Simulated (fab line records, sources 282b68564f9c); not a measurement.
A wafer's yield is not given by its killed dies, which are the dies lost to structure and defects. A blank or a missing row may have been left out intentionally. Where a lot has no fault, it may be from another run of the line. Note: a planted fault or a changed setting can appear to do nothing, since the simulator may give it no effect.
Problem report, 8D (eight disciplines) form, completed by code || flow rit cmos || the parts of the form that need people (team, actions taken, sign-off) are left out

1. THE PROBLEM
Across 9 wafers from 3 lots, NSD_RS at RIT_SDANNEAL_RS_MEAS_05 averages 81.92 ohm/sq, while fault-free wafers read 84.63 ohm/sq with a standard deviation of 0.29. Relative to the usual mean, that is a shift of -9.3 standard deviations.
The step: measures by four-point-probe.
First observed at day 5 13:31: wafer L513.2, on film metro-03. The record has a number at this step for 45 wafers belonging to 15 lots. Rule for "out", or "out of limits": more than 4 standard deviations from the usual mean. The other wafers with a number count as sound.

2. WHAT IT IS; WHAT IT IS NOT
{"question": "which readings at this step", "is": "NSD_RS", "is not": "-"}
{"question": "which lots", "is": "L513, L515, L516", "is not": "L503, L506, L508, L509, L510, L512, L514, L517, L518, L519, L522, L524"}
{"question": "which wafers of those lots", "is": "all that have a number", "is not": "-"}
{"question": "read on which gauges", "is": "film metro-01, film metro-03, film metro-04", "is not": "-"}
{"question": "when", "is": "from day 5 13:31", "is not": "up to then (18 sound wafers); but 18 sound wafers of L514, L517, L518, L519, L522, L524 came after"}

3. WHAT RULES OUT EACH SUSPECT
Counting: any tool at a process step up to the reading is kept as a suspect provided that every lot that is out went through it and no sound lot did after the first of them.
- the gauge at RIT_SDANNEAL_RS_MEAS_05: ruled out. Those wafers that are out were read across 3 gauges (film metro-01, film metro-03, film metro-04).
- implanter-04 at RIT_NSD_IMPLANT_08: kept. Every lot that is out went through it, starting with L513 (day 5 11:08), and after that it ran no sound lot; the last sound lot it ran before then is L510 (day 4 21:59). Its own dose ions cm2 readings are out on those wafers.
Remaining after the count: implanter-04 at RIT_NSD_IMPLANT_08.

4. THE CAUSE (what the simulator had put in)
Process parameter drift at RIT_NSD_IMPLANT_08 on implanter-04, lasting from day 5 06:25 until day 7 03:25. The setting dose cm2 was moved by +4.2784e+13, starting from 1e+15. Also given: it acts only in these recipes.
The count eliminated every tool but this one.

5. THE EFFECT CHAIN, in route order
Rows list readings where the struck wafers' mean (over those with a number) sits beyond 3 standard deviations from the usual. Readings are gone through only where the record gives a usual standard deviation; hours: the median, over the lots, of the time from a lot's start at the first step in this table giving one to that lot's start at this step; sigmas: the change measured in usual standard deviations.
{"hours": 0, "step": "RIT_NSD_IMPLANT_08", "reading": "dose ions cm2", "usual": 1.0001e+15, "on struck wafers": 1.0437e+15, "change": "+4.3578e+13", "sigmas": "+44"}
{"hours": 2, "step": "RIT_SDANNEAL_RS_MEAS_05", "reading": "NSD_RS", "usual": "84.63 ohm/sq", "on struck wafers": 81.92, "change": -2.71, "sigmas": -9.3}
Process steps it contains:
- RIT_NSD_IMPLANT_08
Later measuring or inspecting steps at which every struck wafer that the step has a row for has a number for every such reading, and none has moved that far: RIT_SDANNEAL_RS_MEAS_07.

6. WHAT WOULD HAVE CAUGHT IT SOONER
7 hours passed between the start of the fault at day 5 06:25 and the first reading out of limits at a measuring or inspecting step in this record, taken at day 5 13:31.
At RIT_NSD_IMPLANT_08, the tool's own readings (dose ions cm2) were out on each struck wafer the step has a row for, so an alarm limit on them would have fired on the first such wafer.
Of the lots that are out (3), L515, L516 began RIT_NSD_IMPLANT_08 on implanter-04 after day 5 13:31. A hold on the tool at that time would have spared those 2.
